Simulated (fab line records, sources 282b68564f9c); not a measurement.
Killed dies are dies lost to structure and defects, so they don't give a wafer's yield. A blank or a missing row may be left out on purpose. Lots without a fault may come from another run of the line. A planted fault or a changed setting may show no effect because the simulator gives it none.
One fault seen from 2 desks | flow rit_cmos | each desk has only its own numbers; what lay behind them comes last

THE METROLOGY DESK
What the gauges read, lot by lot, whatever tool the lot ran on: means of the sampled wafers that have a number. A lot is out of limits, marked OUT, if its mean lies more than 4 standard deviations from the usual mean; the brackets give that distance.
Columns: A = NWELL_TW at RIT_NWELL_TW_MEAS_10, usual 2132
lot  | first seen here | A
L913 | day 1 21:53     | 2123
L915 | day 2 06:53     | 2167
L916 | day 2 11:59     | 2110
L917 | day 2 18:11     | 2128
L918 | day 2 23:22     | 2118
L919 | day 3 04:50     | 2158
L921 | day 3 14:16     | 2118
L925 | day 4 10:02     | 2162
L926 | day 4 17:58     | 2123
L927 | day 4 20:41     | 2169
L928 | day 5 00:03     | 2158
L929 | day 5 05:35     | 2052
L930 | day 5 12:19     | 2146
L932 | day 5 19:53     | 2076
This desk's finding: nothing out of limits on any of the 14 lots.

THE TOOL OWNER'S DESK: implanter-01
The tool's own readings at RIT_NWELL_IMPLANT_08: means of the sampled wafers that have a number, for each lot that ran on this tool. A lot is out of limits, marked OUT, if its mean lies more than 4 standard deviations from the usual mean; the brackets give that distance.
Columns: A = beam_energy_keV at RIT_NWELL_IMPLANT_08, usual 170.00; B = end_station_pressure_torr at RIT_NWELL_IMPLANT_08, usual 5.15e-06 Torr
lot  | first seen here | A                        | B
L913 | day 1 21:34     | 169.99                   | 5.26e-06
L927 | day 4 20:23     | 169.96                   | 5.15e-06
L928 | day 4 23:45     | 170.03                   | 5.50e-06
L929 | day 5 05:16     | 139.47 (-99 or more) OUT | 5.32e-06
L932 | day 5 19:37     | 139.41 (-99 or more) OUT | 5.30e-06
This desk's finding: out of limits on L929, L932; first on L929, day 5 05:16 (beam_energy_keV at RIT_NWELL_IMPLANT_08). In limits: L913, L927, L928.

PUT TOGETHER
The tool owner's desk could have raised an alarm at day 5 05:16, on L929, L932.
The metrology desk saw nothing out of limits.
The metrology desk has L929, L932 on record, within its limits.
Of the lots named, all ran RIT_NWELL_IMPLANT_08 on implanter-01.

WHAT THE SIMULATOR HAD PUT IN
Process parameter drift: implanter-01, from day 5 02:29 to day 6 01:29, at RIT_NWELL_IMPLANT_08. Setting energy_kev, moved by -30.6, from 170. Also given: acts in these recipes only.
Lots struck among those shown: L929, L932.
Hours from the fault's start to each desk's first reading out of limits: the tool owner's desk, 3.
